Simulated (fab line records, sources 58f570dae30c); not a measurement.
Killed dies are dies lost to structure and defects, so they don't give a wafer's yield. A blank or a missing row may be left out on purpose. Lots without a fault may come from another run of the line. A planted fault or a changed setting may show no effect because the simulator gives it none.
Split-lot experiment | flow berkeley_cmos170 | 5 lots, 23 wafers read, on a route of 331 steps

THE SPLIT
At UCB170_WELLDRIVE_OXIDATION_01 (target thk 199 nm, ox time 9000 s), the setting ox_time_s was moved away from the recipe's 9000 s on 15 of the 23 wafers read, by -12.0% to +12.3%. The other wafers ran this setting at the recipe's value.

The file shows no step between the split and the reading.

THE READING
WELLDRIVE_OXIDE_THK, in nm, at UCB170_WELLDRIVE_THK_MEAS_02. Fault-free wafers of this fab line usually give 199.5 nm, standard deviation 2.6 nm.

wafer  | tool, chamber at the split | ox_time_s as run, s | against the recipe | WELLDRIVE_OXIDE_THK, nm | against lot-mates on the recipe
L075.1 | furnace-02, 0              | 9000                | recipe             | 199.7                   | -
L075.2 | furnace-02, 0              | 9000                | recipe             | 204.6                   | -
L075.5 | furnace-02, 0              | 9000                | recipe             | 202.9                   | -
L079.1 | -, -                       | 7922                | -12.0%             | 186.2                   | no lot-mate on the recipe
L079.3 | -, -                       | 7922                | -12.0%             | 189.7                   | no lot-mate on the recipe
L079.4 | -, -                       | 7922                | -12.0%             | 188.0                   | no lot-mate on the recipe
L079.5 | -, -                       | 7922                | -12.0%             | 190.1                   | no lot-mate on the recipe
L079.6 | -, -                       | 7922                | -12.0%             | 185.8                   | no lot-mate on the recipe
L080.1 | -, -                       | 9000                | recipe             | 196.4                   | -
L080.3 | -, -                       | 9000                | recipe             | 199.2                   | -
L080.4 | -, -                       | 9000                | recipe             | 198.7                   | -
L080.5 | -, -                       | 9000                | recipe             | 199.5                   | -
L080.6 | -, -                       | 9000                | recipe             | 200.2                   | -
L083.1 | -, -                       | 10110               | +12.3%             | 215.4                   | no lot-mate on the recipe
L083.3 | -, -                       | 10110               | +12.3%             | 215.5                   | no lot-mate on the recipe
L083.4 | -, -                       | 10110               | +12.3%             | 212.3                   | no lot-mate on the recipe
L083.5 | -, -                       | 10110               | +12.3%             | 209.8                   | no lot-mate on the recipe
L083.6 | -, -                       | 10110               | +12.3%             | 213.3                   | no lot-mate on the recipe
L084.2 | -, -                       | 10050               | +11.7%             | 211.7                   | no lot-mate on the recipe
L084.3 | -, -                       | 10050               | +11.7%             | 209.8                   | no lot-mate on the recipe
L084.4 | -, -                       | 10050               | +11.7%             | 210.1                   | no lot-mate on the recipe
L084.5 | -, -                       | 10050               | +11.7%             | 209.7                   | no lot-mate on the recipe
L084.6 | -, -                       | 10050               | +11.7%             | 210.7                   | no lot-mate on the recipe

THE FIT
A straight line over all 23 wafers: WELLDRIVE_OXIDE_THK changes by +0.995 nm for each +1% of ox_time_s; r = +0.98; the points scatter about the line by 2.2 nm.
Too few moved wafers have a lot-mate on the recipe to fit a line with each lot's own level taken away.

THE WHOLE CHAIN: every reading that the file lists as answering this split, in the file's order
step                          | what it does                      | reading                                                                                | change (the file's fit)               | r (the file's)
UCB170_WELLDRIVE_OXIDATION_01 | target thk 199 nm, ox time 9000 s | SiO2_of_WELLDRIVE_OXIDATION_01.thk_nm (the simulator's own value, which no gauge read) | +0.995 nm for each +1% of the setting | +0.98
UCB170_WELLDRIVE_THK_MEAS_02  |                                   | WELLDRIVE_OXIDE_THK                                                                    | +0.994 for each +1% of the setting    | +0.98

THE FILE'S OWN FIT
WELLDRIVE_OXIDE_THK changes by +0.994 nm for each +1% of ox_time_s, r = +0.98.
